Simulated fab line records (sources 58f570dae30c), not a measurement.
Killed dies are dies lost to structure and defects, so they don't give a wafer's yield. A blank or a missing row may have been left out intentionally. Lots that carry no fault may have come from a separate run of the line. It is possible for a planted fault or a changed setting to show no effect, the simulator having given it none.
A single fault, viewed from 2 desks -- flow berkeley cmos170 -- only its own numbers are on each desk; what lay behind them is given at the end

== TOOL OWNER'S DESK, rtp anneal-01 ==
At UCB170_CONTACT_RTA_08 (time 10 s), the tool's own readings, given per lot that ran on this tool as the mean of the sampled wafers with a number. If a lot's mean is further than 4 standard deviations from the usual mean, the lot is out of limits and carries the mark OUT (the distance appears in the brackets).
Columns: A = lamp power pct at UCB170_CONTACT_RTA_08, usual 27.0 %; B = wafer_temp_C_max at UCB170_CONTACT_RTA_08, usual 903.9
lot,first seen here,A,B
L124,day 9 03:43,25.3,903.6
L127,day 9 12:34,26.0,912.6 (+13) OUT
L128,day 9 14:22,26.0,913.3 (+14) OUT
L142,day 12 06:29,25.3,904.0
L146,day 13 12:09,25.3,904.1
This desk finds L127, L128 out of limits, L127 being first, at day 9 12:34 (wafer_temp_C_max at UCB170_CONTACT_RTA_08). L124, L142, L146: within limits.

== THE METROLOGY DESK ==
What the gauges read, lot by lot, whatever tool the lot ran on: means of the sampled wafers that have a number. If a lot's mean is further than 4 standard deviations from the usual mean, the lot is out of limits and carries the mark OUT (the distance appears in the brackets).
Columns: A = SILICIDE_TI_RS at UCB170_SILICIDE_RS_MEAS_02, usual 25.72 ohm/sq; B = SILICIDE_TI_THK at UCB170_SILICIDE_THK_MEAS_03, usual 29.92 nm; C = CONTACT_PSG_THK at UCB170_CONTACT_THK_MEAS_02, usual 703 nm
lot,first seen here,A,B,C
L124,day 8 23:11,26.27,29.58,711
L127,day 9 09:33,25.95,29.71,705
L128,day 9 10:08,25.62,29.88,690
L142,day 12 02:56,25.67,30.03,694
L143,day 12 14:23,25.84,29.70,702
L146,day 13 05:44,25.54,30.19,703
Result from this desk: across the 6 lots, nothing is out of limits.

== TAKEN TOGETHER ==
On L127, L128, at day 9 12:34, an alarm was possible from the tool owner's desk.
At the metrology desk, nothing out of limits was observed.
The metrology desk has L127, L128 on record, within its limits.
On rtp anneal-01, each named lot ran UCB170_CONTACT_RTA_08.

== WHAT THE SIMULATOR HAD PUT IN ==
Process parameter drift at UCB170_CONTACT_RTA_08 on rtp anneal-01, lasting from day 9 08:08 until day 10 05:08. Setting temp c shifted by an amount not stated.
Lots struck among those shown: L127, L128.
Time in hours from fault onset to the first out-of-limits reading at each desk: the tool owner's desk, 4.
